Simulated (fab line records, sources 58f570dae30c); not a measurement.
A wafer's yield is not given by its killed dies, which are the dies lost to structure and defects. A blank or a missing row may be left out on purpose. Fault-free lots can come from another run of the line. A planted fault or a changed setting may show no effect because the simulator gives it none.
Lot-split experiment / flow berkeley-cmos170 / 5 lots, 23 wafers read, on a route of 331 steps

## THE SPLIT ITSELF
At UCB170_PSD_IMPLANT_08, the setting dose-cm2 was moved away from the recipe's 3e+15 on 7 of the 23 wafers read, by -5.6% to +6.6%. All remaining wafers had this setting at the recipe value.

## FROM THE SPLIT TO THE READING: what the file shows between them, 4 steps
- UCB170_PSD_STRIP_09: strips in O2
- UCB170_PSD_CLEAN_11: cleans in SPM, time 600 s
- UCB170_SDANNEAL_RTA_00: time 10 s
- UCB170_SDANNEAL_RTA_01: time 5 s

## THE READING
At UCB170_SDANNEAL_RS_MEAS_02, a four-point-probe measurement gives PSD_RS in ohm/sq. Typical for fault-free wafers on this fab line: 75.5 ohm/sq, with standard deviation 0.33 ohm/sq.

wafer=L075.1; tool, chamber at the split=implanter-02, 0; dose-cm2 as run=3e+15; against the recipe=recipe; PSD_RS, ohm/sq=75.6; against lot-mates on the recipe=-
wafer=L075.2; tool, chamber at the split=implanter-02, 0; dose-cm2 as run=2.832e+15; against the recipe=-5.6%; PSD_RS, ohm/sq=78.5; against lot-mates on the recipe=+3.1
wafer=L075.3; tool, chamber at the split=implanter-02, 0; dose-cm2 as run=3e+15; against the recipe=recipe; PSD_RS, ohm/sq=75.4; against lot-mates on the recipe=-
wafer=L075.4; tool, chamber at the split=implanter-02, 0; dose-cm2 as run=2.832e+15; against the recipe=-5.6%; PSD_RS, ohm/sq=78.7; against lot-mates on the recipe=+3.3
wafer=L075.6; tool, chamber at the split=implanter-02, 0; dose-cm2 as run=3e+15; against the recipe=recipe; PSD_RS, ohm/sq=75.3; against lot-mates on the recipe=-
wafer=L077.1; tool, chamber at the split=implanter-03, 0; dose-cm2 as run=2.884e+15; against the recipe=-3.9%; PSD_RS, ohm/sq=77.8; against lot-mates on the recipe=+1.9
wafer=L077.2; tool, chamber at the split=implanter-03, 0; dose-cm2 as run=3e+15; against the recipe=recipe; PSD_RS, ohm/sq=76.1; against lot-mates on the recipe=-
wafer=L077.4; tool, chamber at the split=implanter-03, 0; dose-cm2 as run=3e+15; against the recipe=recipe; PSD_RS, ohm/sq=76.1; against lot-mates on the recipe=-
wafer=L077.5; tool, chamber at the split=implanter-03, 0; dose-cm2 as run=2.884e+15; against the recipe=-3.9%; PSD_RS, ohm/sq=78.3; against lot-mates on the recipe=+2.4
wafer=L077.6; tool, chamber at the split=implanter-03, 0; dose-cm2 as run=3e+15; against the recipe=recipe; PSD_RS, ohm/sq=75.4; against lot-mates on the recipe=-
wafer=L076.1; tool, chamber at the split=implanter-03, 0; dose-cm2 as run=3e+15; against the recipe=recipe; PSD_RS, ohm/sq=75.8; against lot-mates on the recipe=-
wafer=L076.2; tool, chamber at the split=implanter-03, 0; dose-cm2 as run=3.198e+15; against the recipe=+6.6%; PSD_RS, ohm/sq=71.8; against lot-mates on the recipe=-4.0
wafer=L076.4; tool, chamber at the split=implanter-03, 0; dose-cm2 as run=3.198e+15; against the recipe=+6.6%; PSD_RS, ohm/sq=71.6; against lot-mates on the recipe=-4.2
wafer=L076.5; tool, chamber at the split=implanter-03, 0; dose-cm2 as run=3.198e+15; against the recipe=+6.6%; PSD_RS, ohm/sq=71.9; against lot-mates on the recipe=-3.8
wafer=L076.6; tool, chamber at the split=implanter-03, 0; dose-cm2 as run=3e+15; against the recipe=recipe; PSD_RS, ohm/sq=75.7; against lot-mates on the recipe=-
wafer=L079.1; tool, chamber at the split=implanter-01, 0; dose-cm2 as run=3e+15; against the recipe=recipe; PSD_RS, ohm/sq=75.3; against lot-mates on the recipe=-
wafer=L079.2; tool, chamber at the split=implanter-01, 0; dose-cm2 as run=3e+15; against the recipe=recipe; PSD_RS, ohm/sq=75.2; against lot-mates on the recipe=-
wafer=L079.4; tool, chamber at the split=implanter-01, 0; dose-cm2 as run=3e+15; against the recipe=recipe; PSD_RS, ohm/sq=75.3; against lot-mates on the recipe=-
wafer=L079.5; tool, chamber at the split=implanter-01, 0; dose-cm2 as run=3e+15; against the recipe=recipe; PSD_RS, ohm/sq=75.3; against lot-mates on the recipe=-
wafer=L079.6; tool, chamber at the split=implanter-01, 0; dose-cm2 as run=3e+15; against the recipe=recipe; PSD_RS, ohm/sq=75.4; against lot-mates on the recipe=-
wafer=L083.2; tool, chamber at the split=implanter-01, 0; dose-cm2 as run=3e+15; against the recipe=recipe; PSD_RS, ohm/sq=75.1; against lot-mates on the recipe=-
wafer=L083.3; tool, chamber at the split=implanter-01, 0; dose-cm2 as run=3e+15; against the recipe=recipe; PSD_RS, ohm/sq=75.3; against lot-mates on the recipe=-
wafer=L083.5; tool, chamber at the split=implanter-01, 0; dose-cm2 as run=3e+15; against the recipe=recipe; PSD_RS, ohm/sq=75.4; against lot-mates on the recipe=-

FIT RESULTS
A straight line over all 23 wafers: PSD_RS changes by -0.575 ohm/sq for each +1% of dose-cm2; r = -0.99; the points scatter about the line by 0.29 ohm/sq.
The same after taking each lot's own level away (the mean of its wafers on the recipe; 23 wafers): -0.588 ohm/sq for each +1%; r = -1.00; scatter 0.18 ohm/sq.
Per that fit: largest dose-cm2 move, reading shift of 3.9 ohm/sq.
The lots' own levels span 75.27 to 75.87 ohm/sq, that is 1.8 times the standard deviation above.
So the lot-to-lot level changes the slope little: the two slopes agree.
Check: for one of the wafers moved furthest among these (+6.6%), held out of the fit, the line's prediction against its lot-mates is -3.9 ohm/sq. Against them it came out at -3.95 ohm/sq.

## FURTHER SPLITS ON THESE WAFERS
Before the reading, these wafers also passed through other splits. Each is held against what the fit with the lots' levels taken away leaves over:
other split on the same wafers=UCB170_NWELL_OXIDATION_01 temp-c; wafers away from the commonest value=15; r with PSD_RS (lot level and that fit taken away)=-0.08
other split on the same wafers=UCB170_NWELL_PEB_10 peb-temp-c; wafers away from the commonest value=6; r with PSD_RS (lot level and that fit taken away)=-0.12
other split on the same wafers=UCB170_PWELL_CVD_05 sih2cl2-flow-sccm; wafers away from the commonest value=10; r with PSD_RS (lot level and that fit taken away)=-0.03
other split on the same wafers=UCB170_PWELL_EXPOSE_10 dose-mj; wafers away from the commonest value=2; r with PSD_RS (lot level and that fit taken away)=+0.15
other split on the same wafers=UCB170_ACTIVE_COAT_08 spin-rpm; wafers away from the commonest value=8; r with PSD_RS (lot level and that fit taken away)=-0.02
other split on the same wafers=UCB170_ACTIVE_ETCH_15 rf-w; wafers away from the commonest value=4; r with PSD_RS (lot level and that fit taken away)=+0.12
other split on the same wafers=UCB170_PFIELD_IMPLANT_07 energy-kev; wafers away from the commonest value=8; r with PSD_RS (lot level and that fit taken away)=+0.06
other split on the same wafers=UCB170_PVT_IMPLANT_07 energy-kev; wafers away from the commonest value=7; r with PSD_RS (lot level and that fit taken away)=+0.17
other split on the same wafers=UCB170_PLDD_IMPLANT_08 dose-cm2; wafers away from the commonest value=9; r with PSD_RS (lot level and that fit taken away)=+0.05
other split on the same wafers=UCB170_NLDD_STRIP_10 o2-flow-sccm; wafers away from the commonest value=12; r with PSD_RS (lot level and that fit taken away)=-0.01

## THE WHOLE CHAIN: every reading that the file lists as answering this split, in the file's order
step=UCB170_PSD_STRIP_09; what it does=strips in O2; reading=strip-time-to-endpoint-s; change (the file's fit)=withheld for each +1% of the setting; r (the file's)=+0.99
step=UCB170_SDANNEAL_RS_MEAS_02; what it does=measures by four-point-probe; reading=PSD_RS; change (the file's fit)=-0.578 for each +1% of the setting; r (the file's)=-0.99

## THE FILE'S OWN FIT
PSD_RS changes by -0.578 ohm/sq for each +1% of dose-cm2, r = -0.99.
